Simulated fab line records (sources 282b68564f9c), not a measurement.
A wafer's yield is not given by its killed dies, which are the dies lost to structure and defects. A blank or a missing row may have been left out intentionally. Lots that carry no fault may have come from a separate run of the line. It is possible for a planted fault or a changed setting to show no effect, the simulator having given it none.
Split-lot study + flow ritCmos + 5 lots, 23 wafers read, on a route of 202 steps

== ABOUT THE SPLIT ==
At RIT_NRETRO_COAT_01 (resist thk 1300 nm), the setting spinRpm was moved away from the recipe's 2000 rpm on 9 of the 23 wafers read, by -6.2% to +7.2%. This setting was run at the recipe's value on the other wafers.

== FROM THE SPLIT TO THE READING: what the file shows between them, 3 steps ==
- RIT_NRETRO_SOFTBAKE_02: time 60 s
- RIT_NRETRO_EXPOSE_03: exposes mask M4, target cd 43900 nm
- RIT_NRETRO_DEVELOP_05: develop time 68 s

== THE READING ==
NOVOLAK_of_NRETRO_COAT_01.thkNm (the simulator's own value, which no gauge read), in nm, at RIT_NRETRO_HARDBAKE_07 (time 120 s). The file does not state a usual value for it. Across the 14 wafers here that went through the recipe, the average is 1138 nm and the standard deviation 2.4 nm.

| wafer  | tool, chamber at the split | spinRpm as run, rpm | against the recipe | NOVOLAK_of_NRETRO_COAT_01.thkNm, nm | against lot-mates on the recipe |
|--------|----------------------------|---------------------|--------------------|-------------------------------------|---------------------------------|
| L075.1 | lithoTrack-04, 0           | 2000                | recipe             | 1137                                | -                               |
| L075.3 | lithoTrack-04, 0           | 2000                | recipe             | 1136                                | -                               |
| L075.5 | lithoTrack-04, 0           | 2000                | recipe             | 1134                                | -                               |
| L076.2 | lithoTrack-03, 0           | 2000                | recipe             | 1138                                | -                               |
| L076.3 | lithoTrack-03, 0           | 2000                | recipe             | 1136                                | -                               |
| L076.6 | lithoTrack-03, 0           | 2000                | recipe             | 1136                                | -                               |
| L076.4 | lithoTrack-03, 0           | 2000                | recipe             | 1134                                | -                               |
| L076.5 | lithoTrack-03, 0           | 2000                | recipe             | 1137                                | -                               |
| L079.1 | lithoTrack-02, 0           | 1877                | -6.2%              | 1171                                | +32                             |
| L079.2 | lithoTrack-02, 0           | 1877                | -6.2%              | 1173                                | +34                             |
| L079.4 | lithoTrack-02, 0           | 2000                | recipe             | 1136                                | -                               |
| L079.5 | lithoTrack-02, 0           | 2000                | recipe             | 1141                                | -                               |
| L079.6 | lithoTrack-02, 0           | 1877                | -6.2%              | 1175                                | +36                             |
| L083.1 | lithoTrack-02, 0           | 2057                | +2.8%              | 1124                                | -16                             |
| L083.2 | lithoTrack-02, 0           | 2000                | recipe             | 1140                                | -                               |
| L083.5 | lithoTrack-02, 0           | 2000                | recipe             | 1140                                | -                               |
| L083.3 | lithoTrack-02, 0           | 2057                | +2.8%              | 1118                                | -22                             |
| L083.4 | lithoTrack-02, 0           | 2057                | +2.8%              | 1122                                | -18                             |
| L085.1 | lithoTrack-03, 0           | 2144                | +7.2%              | 1101                                | -40                             |
| L085.2 | lithoTrack-03, 0           | 2000                | recipe             | 1140                                | -                               |
| L085.4 | lithoTrack-03, 0           | 2144                | +7.2%              | 1102                                | -38                             |
| L085.6 | lithoTrack-03, 0           | 2144                | +7.2%              | 1102                                | -38                             |
| L085.5 | lithoTrack-03, 0           | 2000                | recipe             | 1141                                | -                               |

THE FIT
A straight line over all 23 wafers: NOVOLAK_of_NRETRO_COAT_01.thkNm changes by -5.37 nm for each +1% of spinRpm; r = -0.99; the points scatter about the line by 2.6 nm.
The same after taking each lot's own level away (the mean of its wafers on the recipe; 23 wafers): -5.57 nm for each +1%; r = -1.00; scatter 2 nm.
According to that fit, moving spinRpm by its largest amount changes the reading by 40 nm.
The span of the lots' own levels, 1135.7 to 1140.5 nm, comes to 2.1 times the standard deviation stated above.
The two slopes are in agreement: the lot-to-lot level therefore moves the slope only a little.
Check: with one of the wafers moved furthest among these (+7.2%) left out of the fit, the line predicts -40.4 nm for it against its lot-mates. Against them it came out at -39.5 nm.

== OTHER SPLITS ON THESE WAFERS ==
Note: prior to the reading, these wafers also went through further splits. Each is held against what the fit with the lots' levels taken away leaves over:
| other split on the same wafers   | wafers away from the commonest value | r with NOVOLAK_of_NRETRO_COAT_01.thkNm (lot level and that fit taken away) |
|----------------------------------|--------------------------------------|----------------------------------------------------------------------------|
| RIT_ACTIVE_CVD_03 timeS          | 10                                   | -0.23                                                                      |
| RIT_ACTIVE_EXPOSE_08 doseMj      | 7                                    | +0.33                                                                      |
| RIT_ACTIVE_ETCH_13 pressureMtorr | 15                                   | +0.27                                                                      |
| RIT_FOX2_OXIDATION_00 tempC      | 18                                   | +0.25                                                                      |
| RIT_NWELL_COAT_01 resistThkNm    | 5                                    | +0.03                                                                      |
| RIT_NWELL_IMPLANT_08 doseCm2     | 8                                    | +0.06                                                                      |
| RIT_PWELL_DEVELOP_05 devTempC    | 9                                    | -0.33                                                                      |

== THE WHOLE CHAIN: every reading that the file lists as answering this split, in the file's order ==
| step                   | what it does       | reading                                                                          | change (the file's fit)              | r (the file's) |
|------------------------|--------------------|----------------------------------------------------------------------------------|--------------------------------------|----------------|
| RIT_NRETRO_COAT_01     | resist thk 1300 nm | NOVOLAK_of_NRETRO_COAT_01.thkNm (the simulator's own value, which no gauge read) | -6.47 nm for each +1% of the setting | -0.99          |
| RIT_NRETRO_HARDBAKE_07 | time 120 s         | NOVOLAK_of_NRETRO_COAT_01.thkNm (the simulator's own value, which no gauge read) | -5.57 nm for each +1% of the setting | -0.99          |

== FILE'S OWN FIT ==
NOVOLAK_of_NRETRO_COAT_01.thkNm changes by -5.57 nm for each +1% of spinRpm, r = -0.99.
